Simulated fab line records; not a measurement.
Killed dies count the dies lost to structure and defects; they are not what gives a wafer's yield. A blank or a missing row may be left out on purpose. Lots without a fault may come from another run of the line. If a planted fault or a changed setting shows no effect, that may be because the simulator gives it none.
Split-lot experiment | flow rit cmos | 23 wafers read across 5 lots, on a route 202 steps long

## SPLIT DETAILS
At RIT_PRETRO_SOFTBAKE_02 (time 60 s), the setting temp c was moved away from the recipe's 90 C on 8 of the 23 wafers read, by -3.1% to +3.3%. All remaining wafers had this setting at the recipe value.

There is no step in the file separating the split from the reading.

## THE READING
NOVOLAK_of_PRETRO_COAT_01.thk nm (the simulator's own value, which no gauge read), in nm, at RIT_PRETRO_DEVELOP_05 (develop time 68 s). The file does not state a usual value for it. The 15 wafers here that ran the recipe average 1302 nm, standard deviation 2.7 nm.

wafer  | tool, chamber at the split | temp c as run, C | against the recipe | NOVOLAK_of_PRETRO_COAT_01.thk nm, nm | against lot-mates on the recipe
L076.1 | litho track-01, 0          | 90               | recipe             | 1301                                 | -
L076.2 | litho track-01, 0          | 87.18            | -3.1%              | 1311                                 | +10
L076.3 | litho track-01, 0          | 90               | recipe             | 1300                                 | -
L076.4 | litho track-01, 0          | 87.18            | -3.1%              | 1313                                 | +12
L076.6 | litho track-01, 0          | 87.18            | -3.1%              | 1315                                 | +14
L079.1 | litho track-04, 0          | 90               | recipe             | 1306                                 | -
L079.3 | litho track-04, 0          | 90               | recipe             | 1305                                 | -
L079.6 | litho track-04, 0          | 90               | recipe             | 1305                                 | -
L079.4 | litho track-04, 0          | 90               | recipe             | 1304                                 | -
L079.5 | litho track-04, 0          | 90               | recipe             | 1307                                 | -
L080.1 | litho track-04, 0          | 90               | recipe             | 1297                                 | -
L080.2 | litho track-04, 0          | 90               | recipe             | 1301                                 | -
L080.6 | litho track-04, 0          | 90               | recipe             | 1299                                 | -
L082.1 | litho track-03, 0          | 92.13            | +2.4%              | 1298                                 | -5
L082.2 | litho track-03, 0          | 92.13            | +2.4%              | 1295                                 | -8
L082.3 | litho track-03, 0          | 92.13            | +2.4%              | 1295                                 | -8
L082.4 | litho track-03, 0          | 90               | recipe             | 1302                                 | -
L082.6 | litho track-03, 0          | 90               | recipe             | 1304                                 | -
L085.1 | litho track-03, 0          | 92.98            | +3.3%              | 1296                                 | -5
L085.2 | litho track-03, 0          | 90               | recipe             | 1302                                 | -
L085.3 | litho track-03, 0          | 90               | recipe             | 1302                                 | -
L085.4 | litho track-03, 0          | 90               | recipe             | 1300                                 | -
L085.6 | litho track-03, 0          | 92.98            | +3.3%              | 1292                                 | -9

THE FIT
A straight line over all 23 wafers: NOVOLAK_of_PRETRO_COAT_01.thk nm changes by -2.96 nm for each +1% of temp c; r = -0.90; the points scatter about the line by 2.6 nm.
The same after taking each lot's own level away (the mean of its wafers on the recipe; 23 wafers): -3.21 nm for each +1%; r = -0.95; scatter 1.8 nm.
According to that fit, moving temp c by its largest amount changes the reading by 11 nm.
From 1299.0 to 1305.4 nm: that is the span of the lots' own levels, equal to 2.4 times the standard deviation above.
The two slopes agree, so the slope changes little with the lot-to-lot level.
Check: with one of the wafers moved furthest among these (+3.3%) left out of the fit, the line predicts -11 nm for it against its lot-mates. It came out at -5.33 nm against them.

## FURTHER SPLITS ON THESE WAFERS
Before the reading, these wafers also passed through other splits. Each is held against what the fit with the lots' levels taken away leaves over:
other split on the same wafers   | wafers away from the commonest value | r with NOVOLAK_of_PRETRO_COAT_01.thk nm (lot level and that fit taken away)
RIT_ACTIVE_COAT_06 resist thk nm | 8                                    | +0.21
RIT_ACTIVE_HARDBAKE_12 temp c    | 9                                    | -0.19
RIT_NWELL_IMPLANT_08 dose cm2    | 9                                    | -0.09

## FILE'S OWN FIT
NOVOLAK_of_PRETRO_COAT_01.thk nm changes by -2.97 nm for each +1% of temp c, r = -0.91.
